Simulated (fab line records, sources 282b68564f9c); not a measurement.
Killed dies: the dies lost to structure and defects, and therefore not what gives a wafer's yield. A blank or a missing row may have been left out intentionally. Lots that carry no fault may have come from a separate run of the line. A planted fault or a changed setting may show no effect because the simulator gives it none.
Which tool is to blame?    flow ritCmos    45 wafers from 15 lots sampled at 2 of the route's 202 steps

## WHAT THE GAUGES SHOWED, per wafer
RIT_CONTACT_CD_MEAS_90 targets a cd of 1000 nm. Usual: cdNm 999.2 nm, standard deviation 2.3.
lot   measured     on        cdNm (nm)            flag
L941  day 3 09:56  cdSem-02  998.9 998.5 998.0    
L943  day 3 19:31  cdSem-02  995.6 997.4 997.5    
L946  day 4 09:40  cdSem-02  1000.8 1000.1 999.3  
L947  day 4 16:12  cdSem-01  998.9 999.0 1000.3   
L948  day 4 20:56  cdSem-01  - - -                OFF
L949  day 5 02:37  cdSem-01  - - -                OFF
L950  day 5 07:29  cdSem-02  - - -                OFF
L951  day 5 10:50  cdSem-01  998.4 998.1 999.1    
L953  day 6 01:36  cdSem-01  997.9 999.6 998.5    
L957  day 6 17:15  cdSem-02  1000.8 1001.4 998.9  
L958  day 6 21:50  cdSem-02  1000.5 1000.5 997.6  
L959  day 7 04:34  cdSem-02  1000.1 999.2 1000.8  
L960  day 7 12:54  cdSem-02  995.2 996.7 996.3    
L961  day 7 18:06  cdSem-02  996.5 996.6 1001.1   
L962  day 7 20:25  cdSem-02  1000.1 999.2 997.4   

## WHICH TOOL RAN EACH LOT (tool, then ch and the chambers of the sampled wafers, then the start)
lot   RIT_CONTACT_ETCH_11
L941  rieDiel-02 ch 0,1,3, day 3 09:33
L943  rieDiel-04 ch 0,2,3, day 3 19:09
L946  rieDiel-02 ch 0,1,3, day 4 09:17
L947  rieDiel-03 ch 0,1,3, day 4 15:47
L948  rieDiel-02 ch 0,1,3, day 4 20:31
L949  rieDiel-02 ch 0,3, day 5 02:13
L950  rieDiel-04 ch 0,1,2, day 5 07:05
L951  rieDiel-02 ch 0,2,3, day 5 10:28
L953  rieDiel-04 ch 2,3, day 6 01:11
L957  rieDiel-03 ch 0,3, day 6 16:53
L958  rieDiel-04 ch 2,3, day 6 21:28
L959  rieDiel-04 ch 0,1,2, day 7 04:09
L960  rieDiel-03 ch 1,2,3, day 7 12:28
L961  rieDiel-02 ch 1,2,3, day 7 17:41
L962  rieDiel-03 ch 0,2,3, day 7 20:03
- RIT_CONTACT_ETCH_11: etches SiO2 in CHF3/CF4/Ar, stops on TiSi2, target depth 480 nm, time 320 s.

## AS READ BY THE TOOLS THEMSELVES (means over the sampled wafers that have a number; for cases with no such wafer, the mark the record gives instead)
RIT_CONTACT_ETCH_11. Usual: CHF3_flow_sccm 49.96 sccm, standard deviation 0.14; O2_flow_sccm 5.001 sccm, standard deviation 0.016; drypumpMotorCurrentA 5.5 A, standard deviation 0.39; mfcArSccm 100.0 sccm, standard deviation 0.33; oesProductAu 0.982 a.u., standard deviation 0.013; throttleValvePct 8.89 %, standard deviation 0.13.
lot   tool        CHF3_flow_sccm (sccm)  O2_flow_sccm (sccm)  drypumpMotorCurrentA (A)  mfcArSccm (sccm)  oesProductAu (a.u.)  throttleValvePct (%)  flag
L941  rieDiel-02  49.99                  5.010                5.4                       100.3             0.973                8.96                  
L943  rieDiel-04  49.94                  4.994                5.9                       100.0             0.985                8.85                  
L946  rieDiel-02  50.07                  5.015                5.5                       100.3             0.971                8.96                  
L947  rieDiel-03  49.90                  5.007                5.4                       100.3             0.986                8.92                  
L948  rieDiel-02  -                      -                    -                         -                 -                    -                     OFF
L949  rieDiel-02  -                      -                    -                         -                 -                    -                     OFF
L950  rieDiel-04  -                      -                    -                         -                 -                    -                     OFF
L951  rieDiel-02  49.85                  4.999                5.6                       100.0             0.970                8.89                  
L953  rieDiel-04  49.79                  4.978                5.7                       100.1             0.977                8.84                  
L957  rieDiel-03  49.92                  4.981                5.7                       100.2             0.986                8.92                  
L958  rieDiel-04  49.89                  4.985                5.7                       99.7              0.979                8.85                  
L959  rieDiel-04  50.11                  5.006                5.7                       99.7              0.995                8.95                  
L960  rieDiel-03  50.03                  4.992                5.1                       100.0             0.980                8.86                  
L961  rieDiel-02  49.79                  5.006                5.3                       99.9              0.982                8.88                  
L962  rieDiel-03  49.89                  4.995                5.4                       100.3             0.986                8.87                  

## THE ANSWER, worked out from the rows above alone
Rule: a lot counts as off when the mean over its wafers that have a number is more than 3 standard deviations away from the usual mean. A lot without any number at a reading at which 4 lots or more have one is off too. Where the step has rows for the other lots, those lots are counted as sound. First the gauges in route order, then the tools' own readings, where a lot's mean is used as printed above. At the first step where some lot is off, the reading lying furthest off is the one used; lots without a number count as furthest.
Off: L948, L949, L950, at RIT_CONTACT_CD_MEAS_90 (cdNm). Without a number there: L948, L949, L950.
If a tool, at a process step before that reading, ran all the lots that are off and no sound lot after the first of them, it fits. The gauges at RIT_CONTACT_CD_MEAS_90 aren't tried: what is off there is off at RIT_CONTACT_ETCH_11 too, on other tools, and a gauge's error can't cause that. Not one of the candidates tried fits.

## WHAT THE SIMULATOR HAD INSERTED
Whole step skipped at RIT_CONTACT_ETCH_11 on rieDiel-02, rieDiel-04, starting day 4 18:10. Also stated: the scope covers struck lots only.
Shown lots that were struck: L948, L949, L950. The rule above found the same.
